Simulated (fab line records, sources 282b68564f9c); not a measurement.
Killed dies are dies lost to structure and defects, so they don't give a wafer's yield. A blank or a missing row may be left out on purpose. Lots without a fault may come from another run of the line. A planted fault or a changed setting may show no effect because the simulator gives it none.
fab line records | flow rit_cmos
record lots=15 wafers=45 last_day=7
route steps=202 shown NRETRO@59 SPACER@125 M1@194
lots that met no fault: from a run of the same line without faults
start_h: hours from the record's first day to the start of the lot's first wafer shown | wait_h: hours since the lot's step before | " the same as in the row above | L1.1+2: a row that stands for several wafers | - no value, or no start given | * or withheld: withheld | < > ~ a bound
route shown NAME@n: a module of which the file shows steps, and the number in the route of the first | usual: mean/standard deviation of fault-free wafers | same: alike in all rows | chamber/n: place in a boat | sites: the reading at each site | _std_site: their standard deviation | _edge_site: outer sites' mean less inner sites' | radius_mm: how far each site lies from the wafer's centre | mask NAME#n: copy n | behind: the tool/chamber that last shaped the wafer | hold: why the lot was held/for how many hours/how that ended | device: the transistor (n, p or np) that didn't switch | end of line: the same wafers' tests at the end of the route | a step without rows: its recipe alone | killed: dies lost to structure and defects at the first sort, not the wafer's yield | map: a wafer's dies, x killed, . not, _ none there
set.NAME: the setting as run; set.NAME@STEP: as run at that earlier step | model.NAME: the simulator's own value behind a step, which no gauge read
steps of the route over a sample of lots; a table a step, a row a wafer
## steps
# step RIT_NRETRO_OVL_MEAS_06
# usual NRETRO_OVL=0.7/1.7
# columns lot.wafer tool chamber start_h wait_h NRETRO_OVL[nm]
L846.3 overlay-01 - 29.88 - 0.0
L846.4 " - " " 1.6
L846.5 " - " " 1.1
L847.2 overlay-02 - 35.08 - 0.4
L847.3 " - " " 0.2
L847.4 " - " " 1.1
L848.2 overlay-02 - 40.04 - 0.4
L848.3 " - " " -1.1
L848.4 " - " " 0.5
L850.1 overlay-01 - 49.10 - -0.6
L850.3 " - " " -0.8
L850.6 " - " " -0.7
L851.1 overlay-01 - 55.46 - -1.2
L851.3 " - " " -0.5
L851.6 " - " " -1.2
L853.3 overlay-02 - 64.72 - 3.2
L853.4 " - " " 2.5
L853.6 " - " " 2.5
L854.3 overlay-01 - 69.86 - 1.3
L854.4 " - " " 0.3
L854.6 " - " " 1.5
L856.2 overlay-02 - 78.71 - 2.4
L856.4 " - " " 1.5
L856.5 " - " " 2.5
L857.1 overlay-01 - 83.86 - 2.8
L857.3 " - " " 1.1
L857.4 " - " " 3.5
L862.4 overlay-01 - 111.25 - -0.5
L862.5 " - " " 0.7
L862.6 " - " " -0.1
L864.1 overlay-02 - 119.10 - 0.8
L864.4 " - " " 0.1
L864.6 " - " " 0.9
L866.4 overlay-02 - 131.46 - 0.6
L866.5 " - " " -0.6
L866.6 " - " " 2.3
L867.3 overlay-01 - 135.08 - -2.0
L867.5 " - " " 0.0
L867.6 " - " " -0.9
L868.1 overlay-02 - 138.83 - 1.6
L868.4 " - " " 0.0
L868.5 " - " " 0.7
L869.2 overlay-01 - 144.05 - -0.2
L869.3 " - " " 0.0
L869.5 " - " " 0.7
# step RIT_SPACER_CLEAN_00
# recipe chemistry=SC1 mix=3:3:50 time_s=600 temp_c=75
# columns lot.wafer tool chamber start_h wait_h
L846.3+4+5 wet_bench-03 0 43.62 0.0
L847.2+3+4 wet_bench-03 0 49.24 0.0
L848.2+3+4 wet_bench-03 0 54.04 0.0
L850.1+3+6 wet_bench-01 0 62.51 0.1
L851.1+3+6 wet_bench-01 0 69.12 0.1
L853.3+4+6 wet_bench-03 3 79.23 0.0
L854.3+4+6 wet_bench-03 3 84.17 0.0
L856.2+4+5 wet_bench-03 3 93.74 0.0
L857.1+3+4 wet_bench-03 0 98.19 0.1
L862.4+5+6 wet_bench-04 0 124.71 0.0
L864.1+4+6 wet_bench-04 1 133.18 0.1
L866.4+5+6 wet_bench-04 3 148.01 0.0
L867.3+5+6 wet_bench-01 3 153.27 0.0
L868.1+4+5 wet_bench-04 1 155.25 0.1
L869.2+3+5 wet_bench-01 0 160.92 0.0
# step RIT_M1_OVL_MEAS_10
# usual M1_OVL=-0.4/1.4
# columns lot.wafer tool chamber start_h wait_h M1_OVL[nm]
L846.3 overlay-02 - 54.56 0.1 -2.0
L846.4 " - " " -0.2
L846.5 " - " " -1.6
L847.2 overlay-02 - 60.00 0.1 -0.8
L847.3 " - " " -0.6
L847.4 " - " " -2.4
L848.2 overlay-01 - 64.71 0.1 -1.8
L848.3 " - " " -1.8
L848.4 " - " " -1.1
L850.1 overlay-02 - 73.43 0.1 -1.1
L850.3 " - " " -2.5
L850.6 " - " " -0.6
L851.1 overlay-01 - 80.23 0.1 -0.4
L851.3 " - " " -0.2
L851.6 " - " " 1.4
L853.3 overlay-01 - 90.12 0.1 0.8
L853.4 " - " " 0.2
L853.6 " - " " 0.0
L854.3 overlay-02 - 94.85 0.1 2.9
L854.4 " - " " 3.6
L854.6 " - " " 2.5
L856.2 overlay-01 - 105.41 0.1 -0.5
L856.4 " - " " -1.2
L856.5 " - " " 0.4
L857.1 overlay-02 - 108.90 0.1 -1.1
L857.3 " - " " -0.9
L857.4 " - " " -0.2
L862.4 overlay-01 - 135.54 0.1 0.3
L862.5 " - " " 0.1
L862.6 " - " " -0.9
L864.1 overlay-01 - 143.92 0.1 -0.3
L864.4 " - " " -1.3
L864.6 " - " " -0.3
L866.4 overlay-02 - 158.89 0.1 -0.8
L866.5 " - " " 0.7
L866.6 " - " " 0.1
L867.3 overlay-02 - 164.08 0.1 0.1
L867.5 " - " " 0.0
L867.6 " - " " -1.2
L868.1 overlay-02 - 166.38 0.1 3.3
L868.4 " - " " 3.3
L868.5 " - " " 4.4
L869.2 overlay-02 - 171.43 0.1 -1.3
L869.3 " - " " -0.3
L869.5 " - " " -1.0
# step RIT_M1_BOW_MEAS_16
# recipe mode=bow
# usual M1_BOW=16/6.4
# columns lot.wafer tool chamber start_h wait_h M1_BOW[um]
L846.3 film_metro-01 - 58.53 0.0 26
L846.4 " - " " 7
L846.5 " - " " 22
L847.2 film_metro-04 - 62.43 0.0 17
L847.3 " - " " 26
L847.4 " - " " 10
L848.2 film_metro-03 - 68.37 0.0 19
L848.3 " - " " 16
L848.4 " - " " 22
L850.1 film_metro-01 - 75.85 0.0 10
L850.3 " - " " 25
L850.6 " - " " 16
L851.1 film_metro-01 - 83.32 0.0 13
L851.3 " - " " 6
L851.6 " - " " 19
L853.3 film_metro-04 - 92.66 0.0 18
L853.4 " - " " 21
L853.6 " - " " 9
L854.3 film_metro-04 - 99.36 0.0 20
L854.4 " - " " 22
L854.6 " - " " 23
L856.2 film_metro-01 - 108.04 0.0 17
L856.4 " - " " 21
L856.5 " - " " 17
L857.1 film_metro-04 - 113.63 0.0 25
L857.3 " - " " 9
L857.4 " - " " 6
L862.4 film_metro-04 - 139.16 0.1 16
L862.5 " - " " 18
L862.6 " - " " 22
L864.1 film_metro-03 - 147.80 0.0 16
L864.4 " - " " 22
L864.6 " - " " 13
L866.4 film_metro-04 - 161.37 0.1 23
L866.5 " - " " 13
L866.6 " - " " 25
L867.3 film_metro-04 - 167.40 0.0 13
L867.5 " - " " 19
L867.6 " - " " 20
L868.1 film_metro-04 - 168.82 0.0 26
L868.4 " - " " 11
L868.5 " - " " 15
L869.2 film_metro-03 - 173.92 0.0 17
L869.3 " - " " 18
L869.5 " - " " 12
# step RIT_M1_PROBE_99
# usual killed_at_front_end=7/3 killed_dies=7/3 killed_open=3.5/2 killed_short=3.6/2.1
# same gross_dies=264 killed_at_M0_to_M3=0 killed_at_M4_up=0 killed_at_back_side=0 killed_at_contacts=0 killed_at_other=0
# columns lot.wafer tool chamber start_h wait_h killed_at_front_end killed_dies killed_open killed_short
L846.3 prober-01 - 58.71 0.2 5 5 4 1
L846.4 prober-01 - 58.76 0.2 5 5 4 1
L846.5 prober-01 - 58.81 0.2 2 2 1 1
L847.2 prober-02 - 62.58 0.1 5 5 2 3
L847.3 prober-02 - 62.63 0.2 7 7 4 3
L847.4 prober-02 - 62.68 0.2 5 5 3 2
L848.2 prober-01 - 68.52 0.1 11 11 5 6
L848.3 prober-01 - 68.57 0.2 9 9 4 5
L848.4 prober-01 - 68.62 0.2 8 8 7 1
L850.1 prober-01 - 75.97 0.1 6 6 2 4
L850.3 prober-01 - 76.07 0.2 4 4 3 1
L850.6 prober-01 - 76.22 0.2 6 6 3 3
L851.1 prober-02 - 83.44 0.1 7 7 4 3
L851.3 prober-02 - 83.54 0.2 7 7 3 4
L851.6 prober-02 - 83.69 0.2 3 3 0 3
L853.3 prober-02 - 92.84 0.2 5 5 2 3
L853.4 prober-02 - 92.89 0.2 6 6 3 3
L853.6 prober-02 - 92.99 0.2 9 9 4 5
L854.3 prober-01 - 99.54 0.2 37 37 3 4
L854.4 prober-01 - 99.59 0.2 32 32 5 0
L854.6 prober-01 - 99.69 0.2 31 31 2 3
L856.2 prober-01 - 108.19 0.1 41 41 3 1
L856.4 prober-01 - 108.29 0.2 45 45 7 4
L856.5 prober-01 - 108.34 0.2 39 39 2 2
L857.1 prober-02 - 113.75 0.1 44 44 4 8
L857.3 prober-02 - 113.85 0.2 40 40 1 3
L857.4 prober-02 - 113.90 0.2 33 33 1 3
L862.4 prober-01 - 139.37 0.2 3 3 3 0
L862.5 prober-01 - 139.42 0.2 5 5 4 1
L862.6 prober-01 - 139.47 0.2 5 5 2 3
L864.1 prober-02 - 147.92 0.1 12 12 4 8
L864.4 prober-02 - 148.07 0.2 5 5 2 3
L864.6 prober-02 - 148.17 0.2 7 7 2 5
L866.4 prober-02 - 161.58 0.2 14 14 6 8
L866.5 prober-02 - 161.63 0.2 4 4 2 2
L866.6 prober-02 - 161.68 0.2 11 11 6 5
L867.3 prober-01 - 167.58 0.2 6 6 3 3
L867.5 prober-01 - 167.68 0.2 7 7 2 5
L867.6 prober-01 - 167.73 0.2 5 5 2 3
L868.1 prober-02 - 168.94 0.1 5 5 3 2
L868.4 prober-02 - 169.09 0.2 11 11 6 5
L868.5 prober-02 - 169.14 0.2 3 3 1 2
L869.2 prober-01 - 174.07 0.1 8 8 7 1
L869.3 prober-01 - 174.12 0.2 8 8 4 4
L869.5 prober-01 - 174.22 0.2 10 10 4 6
# killed by level:class
L846.3 GATE:geometric_particle:open=3 GATE:geometric_particle:short=1 SPACER:geometric_particle:open=1
L846.4 FOX1:geometric_particle:open=3 FOX1:geometric_particle:short=1 GATE:geometric_particle:open=1
L846.5 FOX2:geometric_particle:short=1 FOX2:geometric_particle:open=1
L847.2 SILICIDE:geometric_particle:short=2 GATE:geometric_particle:short=1 GATE:geometric_particle:open=1 REOX:geometric_particle:open=1
L847.3 FOX2:geometric_particle:short=3 REOX:geometric_particle:open=2 FOX1:geometric_particle:open=1 GATE:geometric_particle:open=1
L847.4 GATE:geometric_particle:short=2 GATE:geometric_particle:open=2 SILICIDE:geometric_particle:open=1
L848.2 GATE:geometric_particle:short=4 FOX1:geometric_particle:short=2 GATE:geometric_particle:open=2 FOX1:geometric_particle:open=1 REOX:geometric_particle:open=1 SILICIDE:geometric_particle:open=1
L848.3 GATE:geometric_particle:open=3 FOX2:geometric_particle:short=2 GATE:geometric_particle:short=2 FOX1:geometric_particle:short=1 REOX:geometric_particle:open=1
L848.4 GATE:geometric_particle:open=4 FOX1:geometric_particle:open=1 SPACER:geometric_particle:open=1 GATE:geometric_particle:short=1 REOX:geometric_particle:open=1
L850.1 GATE:geometric_particle:short=2 FOX1:geometric_particle:open=1 GATE:geometric_particle:open=1 REOX:geometric_particle:short=1 SPACER:geometric_particle:short=1
L850.3 FOX1:geometric_particle:open=3 REOX:geometric_particle:short=1
L850.6 GATE:geometric_particle:short=2 SILICIDE:geometric_particle:open=2 FOX1:geometric_particle:open=1 FOX1:geometric_particle:short=1
L851.1 GATE:geometric_particle:short=2 FOX2:geometric_particle:open=1 GATE:geometric_particle:open=1 REOX:geometric_particle:short=1 REOX:geometric_particle:open=1 SPACER:geometric_particle:open=1
L851.3 REOX:geometric_particle:short=4 REOX:geometric_particle:open=2 FOX1:geometric_particle:open=1
L851.6 GATE:geometric_particle:short=2 SPACER:geometric_particle:short=1
L853.3 FOX1:geometric_particle:short=1 FOX2:geometric_particle:open=1 GATE:geometric_particle:short=1 REOX:geometric_particle:open=1 SPACER:geometric_particle:short=1
L853.4 FOX1:geometric_particle:open=2 FOX1:geometric_particle:short=1 FOX2:geometric_particle:short=1 GATE:geometric_particle:open=1 SPACER:geometric_particle:short=1
L853.6 FOX1:geometric_particle:short=2 SPACER:geometric_particle:open=2 FOX1:geometric_particle:open=1 REOX:geometric_particle:short=1 SPACER:geometric_particle:short=1 SILICIDE:geometric_particle:open=1 SILICIDE:geometric_particle:short=1
L854.3 SPACER:unspecified=30 GATE:geometric_particle:short=3 FOX1:geometric_particle:open=1 GATE:geometric_particle:open=1 SPACER:geometric_particle:short=1 SPACER:geometric_particle:open=1
L854.4 SPACER:unspecified=27 GATE:geometric_particle:open=2 FOX1:geometric_particle:open=1 SPACER:geometric_particle:open=1 SILICIDE:geometric_particle:open=1
L854.6 SPACER:unspecified=26 GATE:geometric_particle:short=2 SPACER:geometric_particle:open=1 SILICIDE:geometric_particle:open=1 SILICIDE:geometric_particle:short=1
L856.2 SPACER:unspecified=37 GATE:geometric_particle:open=1 GATE:geometric_particle:short=1 REOX:geometric_particle:open=1 SPACER:geometric_particle:open=1
L856.4 SPACER:unspecified=34 GATE:geometric_particle:open=4 FOX1:geometric_particle:short=2 GATE:geometric_particle:short=2 SILICIDE:geometric_particle:open=2 SPACER:geometric_particle:open=1
L856.5 SPACER:unspecified=35 GATE:geometric_particle:open=2 GATE:geometric_particle:short=1 SPACER:geometric_particle:short=1
L857.1 SPACER:unspecified=32 GATE:geometric_particle:short=3 GATE:geometric_particle:open=3 FOX1:geometric_particle:short=1 FOX2:geometric_particle:open=1 FOX2:geometric_particle:short=1 REOX:geometric_particle:short=1 SPACER:geometric_particle:short=1
L857.3 SPACER:unspecified=36 GATE:geometric_particle:short=2 REOX:geometric_particle:open=1 SPACER:geometric_particle:short=1
L857.4 SPACER:unspecified=29 REOX:geometric_particle:short=2 GATE:geometric_particle:short=1 GATE:geometric_particle:open=1
L862.4 REOX:geometric_particle:open=2 FOX1:geometric_particle:open=1
L862.5 GATE:geometric_particle:open=2 REOX:geometric_particle:short=1 REOX:geometric_particle:open=1 SILICIDE:geometric_particle:open=1
L862.6 FOX1:geometric_particle:open=1 GATE:geometric_particle:open=1 GATE:geometric_particle:short=1 REOX:geometric_particle:short=1 SILICIDE:geometric_particle:short=1
L864.1 FOX1:geometric_particle:short=4 SILICIDE:geometric_particle:short=2 GATE:geometric_particle:short=2 SILICIDE:geometric_particle:open=2 GATE:geometric_particle:open=1 SPACER:geometric_particle:open=1
L864.4 GATE:geometric_particle:open=2 SILICIDE:geometric_particle:short=2 REOX:geometric_particle:short=1
L864.6 SILICIDE:geometric_particle:short=3 FOX1:geometric_particle:short=1 FOX1:geometric_particle:open=1 GATE:geometric_particle:short=1 SPACER:geometric_particle:open=1
L866.4 GATE:geometric_particle:short=4 SILICIDE:geometric_particle:open=3 FOX1:geometric_particle:open=2 FOX2:geometric_particle:short=2 FOX1:geometric_particle:short=1 GATE:geometric_particle:open=1 REOX:geometric_particle:short=1
L866.5 FOX1:geometric_particle:short=1 GATE:geometric_particle:short=1 GATE:geometric_particle:open=1 SILICIDE:geometric_particle:open=1
L866.6 SPACER:geometric_particle:short=4 FOX1:geometric_particle:open=2 GATE:geometric_particle:open=2 SPACER:geometric_particle:open=2 GATE:geometric_particle:short=1
L867.3 REOX:geometric_particle:short=2 SPACER:geometric_particle:open=2 FOX1:geometric_particle:open=1 GATE:geometric_particle:short=1
L867.5 SPACER:geometric_particle:open=2 SPACER:geometric_particle:short=2 FOX1:geometric_particle:short=1 GATE:geometric_particle:short=1 REOX:geometric_particle:short=1
L867.6 SILICIDE:geometric_particle:short=2 ACTIVE:geometric_particle:open=1 FOX1:geometric_particle:short=1 SPACER:geometric_particle:open=1
L868.1 ACTIVE:geometric_particle:open=1 FOX1:geometric_particle:open=1 REOX:geometric_particle:open=1 REOX:geometric_particle:short=1 SILICIDE:geometric_particle:short=1
L868.4 GATE:geometric_particle:short=2 REOX:geometric_particle:short=2 SPACER:geometric_particle:open=2 SILICIDE:geometric_particle:open=2 FOX2:geometric_particle:open=1 GATE:geometric_particle:open=1 SILICIDE:geometric_particle:short=1
L868.5 REOX:geometric_particle:short=1 REOX:geometric_particle:open=1 SPACER:geometric_particle:short=1
L869.2 GATE:geometric_particle:open=3 FOX2:geometric_particle:open=1 REOX:geometric_particle:open=1 REOX:geometric_particle:short=1 SPACER:geometric_particle:open=1 SILICIDE:geometric_particle:open=1
L869.3 FOX1:geometric_particle:open=2 GATE:geometric_particle:open=2 GATE:geometric_particle:short=2 FOX1:geometric_particle:short=1 SILICIDE:geometric_particle:short=1
L869.5 FOX1:geometric_particle:short=2 FOX1:geometric_particle:open=2 SILICIDE:geometric_particle:short=2 GATE:geometric_particle:short=1 GATE:geometric_particle:open=1 SPACER:geometric_particle:short=1 SPACER:geometric_particle:open=1
## key
first_sign step=RIT_M1_PROBE_99 reading=killed_at_front_end direction=up sigmas=10 usual=7 struck=38
effect step=RIT_M1_PROBE_99 reading=killed_dies direction=up sigmas=10 usual=7 struck=38
met_at RIT_SPACER_CLEAN_00
struck_lots L854,L856,L857
tester_left_out L854,L856,L857
not_acting_at RIT_NRETRO_OVL_MEAS_06,RIT_M1_OVL_MEAS_10,RIT_M1_BOW_MEAS_16
onset_between 79.23 84.17
fault kind=chamber_particle_source tool=wet_bench-03 chamber=- onset_h=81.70 steps=RIT_SPACER_CLEAN_00 rate_per_visit_cm2=0.90165 end_h=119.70
# tester_left_out: of these lots the tester's yield and bins aren't shown, on N5 and GAA mostly nor the transistor test; their killed dies are dies lost to structure and defects alone, not to doping, threshold or leakage, so they don't give the yield
